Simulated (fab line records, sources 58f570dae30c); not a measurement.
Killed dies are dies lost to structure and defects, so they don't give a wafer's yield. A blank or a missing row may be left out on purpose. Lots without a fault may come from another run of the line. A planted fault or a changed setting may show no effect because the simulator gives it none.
Split-lot experiment | flow berkeley_cmos170 | 5 lots, 23 wafers read, on a route of 331 steps

THE SPLIT
At UCB170_NLDD_COAT_01 (resist thk 900 nm), the setting resist_thk_nm was moved away from the recipe's 900 nm on 6 of the 23 wafers read, by -4.9% to -3.6%. The other wafers ran this setting at the recipe's value.

The reading is taken at the split's own step.

THE READING
KrF_of_NLDD_COAT_01.thk_nm (the simulator's own value, which no gauge read), in nm, at UCB170_NLDD_COAT_01 (resist thk 900 nm). The file gives no usual value for it. The 17 wafers here that ran the recipe average 900.6 nm, standard deviation 3.3 nm.

wafer  | tool, chamber at the split | resist_thk_nm as run, nm | against the recipe | KrF_of_NLDD_COAT_01.thk_nm, nm | against lot-mates on the recipe
L074.1 | litho_track-03, 0          | 900                      | recipe             | 897.6                          | -
L074.6 | litho_track-03, 0          | 900                      | recipe             | 897.6                          | -
L074.2 | litho_track-03, 0          | 900                      | recipe             | 899.2                          | -
L074.3 | litho_track-03, 0          | 900                      | recipe             | 897.4                          | -
L074.5 | litho_track-03, 0          | 900                      | recipe             | 896.8                          | -
L081.1 | litho_track-01, 0          | 900                      | recipe             | 904.7                          | -
L081.2 | litho_track-01, 0          | 900                      | recipe             | 905.3                          | -
L081.4 | litho_track-01, 0          | 900                      | recipe             | 904.5                          | -
L081.5 | litho_track-01, 0          | 900                      | recipe             | 907.1                          | -
L081.6 | litho_track-01, 0          | 900                      | recipe             | 902.8                          | -
L080.2 | litho_track-01, 0          | 900                      | recipe             | 901.3                          | -
L080.3 | litho_track-01, 0          | 900                      | recipe             | 901                            | -
L080.4 | litho_track-01, 0          | 900                      | recipe             | 899.5                          | -
L083.2 | litho_track-01, 0          | 867.6                    | -3.6%              | 867.4                          | -33.6
L083.3 | litho_track-01, 0          | 900                      | recipe             | 902.5                          | -
L083.4 | litho_track-01, 0          | 900                      | recipe             | 899.4                          | -
L083.5 | litho_track-01, 0          | 867.6                    | -3.6%              | 871.5                          | -29.5
L083.6 | litho_track-01, 0          | 867.6                    | -3.6%              | 866.9                          | -34.1
L085.2 | litho_track-03, 0          | 855.9                    | -4.9%              | 854.8                          | -42.2
L085.3 | litho_track-03, 0          | 855.9                    | -4.9%              | 853.7                          | -43.3
L085.4 | litho_track-03, 0          | 900                      | recipe             | 898.2                          | -
L085.5 | litho_track-03, 0          | 900                      | recipe             | 895.8                          | -
L085.6 | litho_track-03, 0          | 855.9                    | -4.9%              | 854.2                          | -42.8

THE FIT
A straight line over all 23 wafers: KrF_of_NLDD_COAT_01.thk_nm changes by +9.28 nm for each +1% of resist_thk_nm; r = +0.99; the points scatter about the line by 3.1 nm.
The same after taking each lot's own level away (the mean of its wafers on the recipe; 23 wafers): +8.81 nm for each +1%; r = +1.00; scatter 1.3 nm.
On that fit, the largest move of resist_thk_nm shifts the reading by 43 nm.
The lots' own levels span 897.00 to 904.88 nm, that is 2.4 times the standard deviation above.
So the lot-to-lot level changes the slope little: the two slopes agree.
Check: with one of the wafers moved furthest among these (-4.9%) left out of the fit, the line predicts -43.5 nm for it against its lot-mates. It came out at -42.2 nm against them.

OTHER SPLITS ON THESE WAFERS
These wafers also went through other splits before the reading. Each is held against what the fit with the lots' levels taken away leaves over:
other split on the same wafers      | wafers away from the commonest value | r with KrF_of_NLDD_COAT_01.thk_nm (lot level and that fit taken away)
UCB170_PWELL_OXIDATION_02 ox_time_s | 15                                   | -0.16
UCB170_PWELL_IMPLANT_15 energy_kev  | 5                                    | -0.17
UCB170_ACTIVE_EXPOSE_10 dose_mj     | 8                                    | -0.19
UCB170_PFIELD_COAT_01 resist_thk_nm | 10                                   | -0.01
UCB170_PVT_IMPLANT_07 energy_kev    | 8                                    | -0.21

THE WHOLE CHAIN: every reading that the file lists as answering this split, in the file's order
step                 | what it does      | reading                                                                     | change (the file's fit)              | r (the file's)
UCB170_NLDD_COAT_01  | resist thk 900 nm | KrF_of_NLDD_COAT_01.thk_nm (the simulator's own value, which no gauge read) | +8.81 nm for each +1% of the setting | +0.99
UCB170_NLDD_STRIP_10 | strips in O2      | strip_time_to_endpoint_s                                                    | withheld for each +1% of the setting | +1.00

THE FILE'S OWN FIT
KrF_of_NLDD_COAT_01.thk_nm changes by +8.81 nm for each +1% of resist_thk_nm, r = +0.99.
